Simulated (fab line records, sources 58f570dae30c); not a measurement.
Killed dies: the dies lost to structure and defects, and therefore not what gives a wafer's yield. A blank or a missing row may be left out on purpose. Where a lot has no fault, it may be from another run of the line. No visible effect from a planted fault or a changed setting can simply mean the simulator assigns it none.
Code-filled problem report in 8D (eight disciplines) form | flow berkeley cmos170 | the parts of the form that need people (team, actions taken, sign-off) are left out

== 1. THE ISSUE ==
Mean of prime temp c at UCB170_NWELL_HMDS_06: 101.56 C across 6 wafers in 2 lots; on wafers with no fault it is 99.96 C (standard deviation 0.14). Relative to the usual mean, that is a shift of +11 standard deviations.
The step: prime time 60 s.
The first sign was on wafer L489.2 at day 5 07:39, on litho track-01. The record has a number at this step for 42 wafers belonging to 14 lots. Rule for "out", or "out of limits": more than 4 standard deviations from the usual mean. The other wafers with a number count as sound.

== 2. WHAT IT IS AND WHAT IT IS NOT ==
question                    | is                     | is not
which readings at this step | prime temp c           | -
which lots                  | L489, L491             | L476, L478, L480, L481, L482, L483, L488, L490, L492, L493, L495, L497
which wafers of those lots  | all that have a number | -
read on which tools         | litho track-01         | litho track-02, litho track-04
when                        | from day 5 07:39       | up to then (21 sound wafers); but 15 sound wafers of L490, L492, L493, L495, L497 came after

== 3. SUSPECTS, AND WHAT RULES EACH OUT ==
Counting: a tool at any process step up to the reading remains a suspect when it ran all the lots that are out and ran no sound lot after the first of those.
- litho track-01 at UCB170_NWELL_HMDS_06 (prime time 60 s): kept. All lots that are out passed through it, beginning with L489 at day 5 07:39, and no sound lot followed; its final sound lot before that point was L488 at day 5 01:55. Its own readings are out on those wafers: prime temp c.
Remaining after the count: litho track-01 at UCB170_NWELL_HMDS_06.

== 4. THE CAUSE (what the simulator had put in) ==
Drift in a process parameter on litho track-01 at UCB170_NWELL_HMDS_06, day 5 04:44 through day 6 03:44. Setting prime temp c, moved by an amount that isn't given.
This tool alone remained once counting was done.

== 5. THE CHAIN OF EFFECTS, in route order ==
One row per reading whose mean, taken over the struck wafers that have a number, lies over 3 standard deviations from the usual. Only readings for which the record gives a usual standard deviation are gone through. hours: the time from each lot's start at the first step in this table that gives one to its start at this step, as a median over the lots. sigmas: the change in usual standard deviations.
hours | step                 | reading      | usual   | on struck wafers | change | sigmas
0     | UCB170_NWELL_HMDS_06 | prime temp c | 99.96 C | 101.56           | +1.61  | +11
Here are the process steps it includes:
- UCB170_NWELL_HMDS_06: prime time 60 s.
At these later measuring or inspecting steps, every struck wafer for which the step has a row has a number for every such reading, and none has moved that far: UCB170_M1_CD_MEAS_90.

== 6. WHAT WOULD HAVE CAUGHT IT SOONER ==
In this record no reading fell out of limits until day 5 07:39, 3 hours after the fault had begun at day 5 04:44.
